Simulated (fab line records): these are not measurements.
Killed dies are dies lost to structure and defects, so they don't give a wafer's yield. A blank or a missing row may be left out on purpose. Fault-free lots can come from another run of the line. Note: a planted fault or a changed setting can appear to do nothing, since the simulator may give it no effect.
fab line records	flow ritCmos
record: lots: 6	wafers: 18	lastDay: 7
route steps=202 shown SILICIDE@163 CONTACT@168 M1@202
lots with no fault: from the same line, run without faults
startH: hours from the record's opening day to when the first of the lot's shown wafers began	waitH: hours elapsed since this lot's preceding step	" the same as in the row above	L1.1+2: one row covering several wafers at once	- no value, or no start given	* or withheld: withheld	< > ~ a bound
route shown NAME@n: a module of which the file shows steps, and the number in the route of the first	usual: the fault-free wafers' mean and standard deviation	same: alike in all rows	chamber/n: place in a boat	sites: per-site readings	_std_site: standard deviation of those values	_edge_site: the outer-site mean with the inner-site mean subtracted	radiusMm: for every site, how far away it sits from the centre of the wafer	mask NAME#n: copy n	behind: the last tool/chamber to shape the wafer	hold: reason for holding the lot/hours on hold/outcome of the hold	device: names the non-switching transistor (n, p or np)	end of line: the route-end tests of the same wafers	for a step that has no rows: nothing shown but its recipe	killed: dies that structure and defects cost at the first sort, which is not the same as the wafer's yield	map: the dies of a wafer, with x for killed, . for not killed, _ for no die there
set.NAME: setting as actually run; set.NAME@STEP: the setting as run at that earlier step	model.NAME: the simulator's own value behind a step, which no gauge read
lots at some steps of the route; a table a step, a row a wafer
services: a tool's chamber out of use, with start hour (startH, from the record's first day; less than 0 if before it), hours out, and reason
== steps ==
step: RIT_SILICIDE_RS_MEAS_02
recipe: thkMeasGauge: four-point-probe	reads: Ti_of_SILICIDE_SPUTTER_01
usual: SILICIDE_TI_RS: 48.0/0.69
lot.wafer	tool	chamber	startH	waitH	SILICIDE_TI_RS[ohm/sq]
L278.4	filmMetro-01	-	72.52	0.1	47.8
L278.5	"	-	"	"	47.9
L278.6	"	-	"	"	47.8
L282.1	filmMetro-03	-	100.05	0.1	49.2
L282.3	"	-	"	"	48.9
L282.6	"	-	"	"	48.8
L287.1	filmMetro-03	-	125.05	0.1	47.9
L287.3	"	-	"	"	47.6
L287.6	"	-	"	"	49.0
L288.4	filmMetro-03	-	126.37	0.1	48.6
L288.5	"	-	"	"	48.9
L288.6	"	-	"	"	49.0
L294.1	filmMetro-01	-	150.12	0.1	48.0
L294.2	"	-	"	"	47.9
L294.4	"	-	"	"	48.7
L297.1	filmMetro-03	-	168.88	0.1	49.0
L297.3	"	-	"	"	48.1
L297.6	"	-	"	"	48.4
step: RIT_SILICIDE_THK_MEAS_03
recipe: thkMeasGauge: xrf	reads: Ti_of_SILICIDE_SPUTTER_01
usual: SILICIDE_TI_THK: 30.1/0.37
lot.wafer	tool	chamber	startH	waitH	SILICIDE_TI_THK[nm]
L278.4	filmMetro-01	-	72.61	0.1	30.3
L278.5	"	-	"	"	30.2
L278.6	"	-	"	"	30.3
L282.1	filmMetro-03	-	100.17	0.1	29.6
L282.3	"	-	"	"	29.7
L282.6	"	-	"	"	30.0
L287.1	filmMetro-03	-	125.17	0.1	30.4
L287.3	"	-	"	"	30.3
L287.6	"	-	"	"	29.9
L288.4	filmMetro-03	-	126.46	0.1	30.1
L288.5	"	-	"	"	29.8
L288.6	"	-	"	"	29.8
L294.1	filmMetro-01	-	150.24	0.1	30.1
L294.2	"	-	"	"	30.1
L294.4	"	-	"	"	29.8
L297.1	filmMetro-03	-	169.00	0.1	29.5
L297.3	"	-	"	"	29.8
L297.6	"	-	"	"	29.8
step: RIT_SILICIDE_RTA_04
recipe: tempC: 650	timeS: 10	idleTempC: 25	rampUpS: 5	rampDownS: 5	coolToC: 25	ambient: N2
usual: wafer_temp_C_max: 653.0/0.63
lot.wafer	tool	chamber	startH	waitH	wafer_temp_C_max
L278.4	rtpAnneal-02	0	72.68	0.1	653.4
L278.5	"	0	"	"	652.9
L278.6	"	0	"	"	653.2
L282.1	rtpAnneal-02	0	100.23	0.1	652.4
L282.3	"	0	"	"	652.8
L282.6	"	0	"	"	652.6
L287.1	rtpAnneal-02	0	125.23	0.1	652.1
L287.3	"	0	"	"	652.5
L287.6	"	0	"	"	653.7
L288.4	rtpAnneal-02	0	126.52	0.1	653.5
L288.5	"	0	"	"	653.2
L288.6	"	0	"	"	652.6
L294.1	rtpAnneal-01	0	150.30	0.1	653.2
L294.2	"	0	"	"	653.8
L294.4	"	0	"	"	654.3
L297.1	rtpAnneal-02	0	169.06	0.1	652.7
L297.3	"	0	"	"	652.6
L297.6	"	0	"	"	652.4
step: RIT_SILICIDE_WET_ETCH_05
recipe: chemistry: SPM	target: Ti	tempC: 90	timeS: 120	dry: n2Spin
step: RIT_SILICIDE_RTA_06
recipe: tempC: 750	timeS: 10	idleTempC: 25	rampUpS: 5	rampDownS: 10	coolToC: 25	ambient: N2
usual: wafer_temp_C_max: 753.7/0.78
lot.wafer	tool	chamber	startH	waitH	wafer_temp_C_max
L278.4	rtpAnneal-01	0	72.79	0.0	753.1
L278.5	"	0	"	"	753.5
L278.6	"	0	"	"	753.3
L282.1	rtpAnneal-02	0	100.34	0.0	753.9
L282.3	"	0	"	"	752.8
L282.6	"	0	"	"	753.5
L287.1	rtpAnneal-02	0	125.34	0.0	752.9
L287.3	"	0	"	"	754.3
L287.6	"	0	"	"	753.2
L288.4	rtpAnneal-02	0	126.63	0.0	752.1
L288.5	"	0	"	"	753.3
L288.6	"	0	"	"	753.6
L294.1	rtpAnneal-02	0	150.41	0.0	753.4
L294.2	"	0	"	"	752.7
L294.4	"	0	"	"	753.7
L297.1	rtpAnneal-01	0	169.17	0.0	753.9
L297.3	"	0	"	"	755.2
L297.6	"	0	"	"	755.1
step: RIT_CONTACT_CVD_00
recipe: material: SiO2	targetThkNm: 400	precursor: TEOS	tempC: 390	timeS: 61	rfW: 400
usual: heaterPowerW: 336/59
lot.wafer	tool	chamber	startH	waitH	heaterPowerW
L278.4	pecvd-03	1	72.84	0.0	346
L278.5	"	2	"	"	374
L278.6	"	0	"	"	375
L282.1	pecvd-04	0	100.41	0.1	349
L282.3	"	2	"	"	338
L282.6	"	1	"	"	284
L287.1	pecvd-03	0	125.41	0.1	395
L287.3	"	1	"	"	379
L287.6	"	2	"	"	343
L288.4	pecvd-04	2	126.69	0.0	439
L288.5	"	1	"	"	259
L288.6	"	0	"	"	355
L294.1	pecvd-04	2	150.48	0.1	443
L294.2	"	1	"	"	252
L294.4	"	2	"	"	335
L297.1	pecvd-04	1	169.24	0.1	301
L297.3	"	2	"	"	429
L297.6	"	0	"	"	272
step: RIT_CONTACT_THK_MEAS_01
recipe: reads: SiO2_of_CONTACT_CVD_00
usual: CONTACT_TEOS_THK: 399/5.6
lot.wafer	tool	chamber	startH	waitH	CONTACT_TEOS_THK[nm]
L278.4	filmMetro-04	-	72.90	0.0	405
L278.5	"	-	"	"	405
L278.6	"	-	"	"	405
L282.1	filmMetro-04	-	100.46	0.0	391
L282.3	"	-	"	"	393
L282.6	"	-	"	"	393
L287.1	filmMetro-04	-	125.46	0.0	394
L287.3	"	-	"	"	392
L287.6	"	-	"	"	403
L288.4	filmMetro-01	-	126.75	0.0	397
L288.5	"	-	"	"	387
L288.6	"	-	"	"	395
L294.1	filmMetro-01	-	150.53	0.0	394
L294.2	"	-	"	"	395
L294.4	"	-	"	"	405
L297.1	filmMetro-04	-	169.29	0.0	388
L297.3	"	-	"	"	391
L297.6	"	-	"	"	405
step: RIT_CONTACT_HMDS_02
recipe: primeTimeS: 60	primeTempC: 140
step: RIT_CONTACT_COAT_03
recipe: resist: NOVOLAK	spinRpm: 3250	resistThkNm: 1000
step: RIT_CONTACT_SOFTBAKE_04
recipe: resist: NOVOLAK	tempC: 90	timeS: 60
step: RIT_CONTACT_EXPOSE_05
recipe: maskId: M11	na: 0.6	sourceShape: conventional	sigmaOuter: 0.5	targetCdNm: 1000	doseMj: 250
step: RIT_CONTACT_PEB_06
recipe: resist: NOVOLAK	tempC: withheld	timeS: withheld
step: RIT_CONTACT_DEVELOP_07
recipe: resist: NOVOLAK	developTimeS: 120	devTempC: 23
usual: developerTempC: 22.98/0.1
lot.wafer	tool	chamber	startH	waitH	developerTempC
L278.4	lithoTrack-04	0	73	-	23.08
L278.5	"	0	"	"	23.10
L278.6	"	0	"	"	23.13
L282.1	lithoTrack-01	0	101	-	22.87
L282.3	"	0	"	"	22.96
L282.6	"	0	"	"	23.03
L287.1	lithoTrack-01	0	126	-	23.61
L287.3	"	0	"	"	23.65
L287.6	"	0	"	"	23.73
L288.4	lithoTrack-01	0	127	-	23.90
L288.5	"	0	"	"	23.81
L288.6	"	0	"	"	23.91
L294.1	lithoTrack-04	0	151	-	23.04
L294.2	"	0	"	"	23.12
L294.4	"	0	"	"	23.06
L297.1	lithoTrack-04	0	170	-	22.94
L297.3	"	0	"	"	23.04
L297.6	"	0	"	"	23.01
step: RIT_CONTACT_CD_MEAS_08
recipe: targetCdNm: 1000
usual: cdNm: 999.5/2
lot.wafer	tool	chamber	startH	waitH	cdNm
L278.4	cdSem-01	-	74.08	-	997.8
L278.5	"	-	"	"	998.2
L278.6	"	-	"	"	998.9
L282.1	cdSem-02	-	101.54	-	999.0
L282.3	"	-	"	"	1000.8
L282.6	"	-	"	"	999.3
L287.1	cdSem-02	-	126.49	-	994.5
L287.3	"	-	"	"	995.6
L287.6	"	-	"	"	994.4
L288.4	cdSem-02	-	127.82	-	994.4
L288.5	"	-	"	"	996.1
L288.6	"	-	"	"	996.4
L294.1	cdSem-01	-	151.68	-	1000.0
L294.2	"	-	"	"	1000.6
L294.4	"	-	"	"	1001.7
L297.1	cdSem-02	-	170.67	-	1000.1
L297.3	"	-	"	"	1000.6
L297.6	"	-	"	"	998.8
step: RIT_M1_PROBE_99
usual: killedAtContacts: 0.1/0.31	killedAtFrontEnd: 6.8/2.7	killedDies: 6.9/2.7	killedOpen: 3.3/1.8	killedShort: 3.5/1.8
same: grossDies: 264	killed_at_M0_to_M3: 0	killed_at_M4_up: 0	killedAtBackSide: 0	killedAtOther: 0
lot.wafer	tool	chamber	startH	waitH	killedAtContacts	killedAtFrontEnd	killedDies	killedOpen	killedShort
L278.4	prober-01	-	80.76	0.2	0	8	8	4	4
L278.5	prober-01	-	80.81	0.2	1	11	12	7	5
L278.6	prober-01	-	80.86	0.2	0	11	11	5	6
L282.1	prober-01	-	106.95	0.1	0	7	7	4	3
L282.3	prober-01	-	107.05	0.2	0	8	8	3	5
L282.6	prober-01	-	107.20	0.2	0	8	8	3	5
L287.1	prober-01	-	131.68	0.1	0	11	11	4	7
L287.3	prober-01	-	131.78	0.2	0	9	9	2	4
L287.6	prober-01	-	131.93	0.2	0	9	9	6	3
L288.4	prober-02	-	134.59	0.2	0	8	8	2	6
L288.5	prober-02	-	134.64	0.2	0	10	10	4	6
L288.6	prober-02	-	134.69	0.2	0	6	6	0	6
L297.1	prober-01	-	176.04	0.1	0	10	10	5	5
L297.3	prober-01	-	176.14	0.2	0	3	3	2	1
L297.6	prober-01	-	176.29	0.2	0	9	9	2	7
killed by level:class
L278.4 GATE:geometricParticle:open=3 SPACER:geometricParticle:short=2 FOX2:geometricParticle:short=1 REOX:geometricParticle:short=1 SPACER:geometricParticle:open=1
L278.5 SPACER:geometricParticle:open=3 REOX:geometricParticle:open=2 SPACER:geometricParticle:short=2 GATE:geometricParticle:open=1 GATE:geometricParticle:short=1 REOX:geometricParticle:short=1 SILICIDE:geometricParticle:short=1 CONTACT:geometricParticle:open=1
L278.6 GATE:geometricParticle:open=2 GATE:geometricParticle:short=2 SILICIDE:geometricParticle:short=2 FOX1:geometricParticle:open=1 FOX1:geometricParticle:short=1 FOX2:geometricParticle:short=1 REOX:geometricParticle:open=1 SILICIDE:geometricParticle:open=1
L282.1 GATE:geometricParticle:open=4 FOX1:geometricParticle:short=1 FOX2:geometricParticle:short=1 SILICIDE:geometricParticle:short=1
L282.3 FOX1:geometricParticle:short=2 GATE:geometricParticle:short=2 FOX1:geometricParticle:open=1 GATE:geometricParticle:open=1 REOX:geometricParticle:short=1 SILICIDE:geometricParticle:open=1
L282.6 REOX:geometricParticle:short=3 SILICIDE:geometricParticle:open=2 GATE:geometricParticle:short=1 SPACER:geometricParticle:open=1 SILICIDE:geometricParticle:short=1
L287.1 GATE:geometricParticle:short=3 FOX1:geometricParticle:short=2 FOX2:geometricParticle:open=2 FOX2:geometricParticle:short=2 FOX1:geometricParticle:open=1 GATE:geometricParticle:open=1
L287.3 NWELL:coatMicrobubblePrinted=3 SILICIDE:geometricParticle:short=2 FOX2:geometricParticle:open=1 GATE:geometricParticle:open=1 GATE:geometricParticle:short=1 SPACER:geometricParticle:short=1
L287.6 GATE:geometricParticle:short=2 GATE:geometricParticle:open=2 FOX1:geometricParticle:open=1 FOX2:geometricParticle:open=1 REOX:geometricParticle:open=1 SPACER:geometricParticle:short=1 SILICIDE:geometricParticle:open=1
L288.4 GATE:geometricParticle:short=2 SILICIDE:geometricParticle:short=2 GATE:geometricParticle:open=1 REOX:geometricParticle:short=1 SPACER:geometricParticle:short=1 SPACER:geometricParticle:open=1
L288.5 SPACER:geometricParticle:short=3 GATE:geometricParticle:short=2 GATE:geometricParticle:open=2 SPACER:geometricParticle:open=2 FOX1:geometricParticle:short=1
L288.6 GATE:geometricParticle:short=3 SPACER:geometricParticle:short=3
L297.1 FOX1:geometricParticle:short=2 FOX2:geometricParticle:short=2 FOX2:geometricParticle:open=2 GATE:geometricParticle:short=1 GATE:geometricParticle:open=1 REOX:geometricParticle:open=1 SILICIDE:geometricParticle:open=1
L297.3 FOX1:geometricParticle:short=1 REOX:geometricParticle:open=1 SILICIDE:geometricParticle:open=1
L297.6 FOX2:geometricParticle:short=3 GATE:geometricParticle:short=2 GATE:geometricParticle:open=2 FOX1:geometricParticle:short=1 REOX:geometricParticle:short=1
== services ==
tool	chamber	startH	hours	kind
rtpAnneal-01	-	75.47	67.6	pm
lithoTrack-04	-	129.04	-	consumableReplace:filter
== key ==
firstSign: step: RIT_CONTACT_DEVELOP_07	reading: developerTempC	direction: up	sigmas: 7.9	usual: *	struck: *
effect: step: RIT_CONTACT_CD_MEAS_08	reading: cdNm	direction: down	sigmas: 2.1	usual: 999.5	struck: 995.2	through: controlLoop
metAt RIT_CONTACT_DEVELOP_07
struckWafers L287.1,L287.3,L287.6,L288.4,L288.5,L288.6
testerLeftOut L287,L288
loopTrim: step: RIT_CONTACT_EXPOSE_05	setting: dose	lots: L287,L288
onsetBetween 101 126
fault: kind: processParameterDrift	tool: lithoTrack-01	chamber: -	onsetH: 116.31	steps: RIT_CONTACT_DEVELOP_07	channel: devTempC	offset: *	shape: step	endH: 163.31	actsIn: *	stated: *
testerLeftOut: of these lots the tester's yield and bins aren't shown, on N5 and GAA mostly nor the transistor test; their killed dies are dies lost to structure and defects alone, not to doping, threshold or leakage, so they don't give the yield
loopTrim: a control loop set the setting to another value than it would have without faults
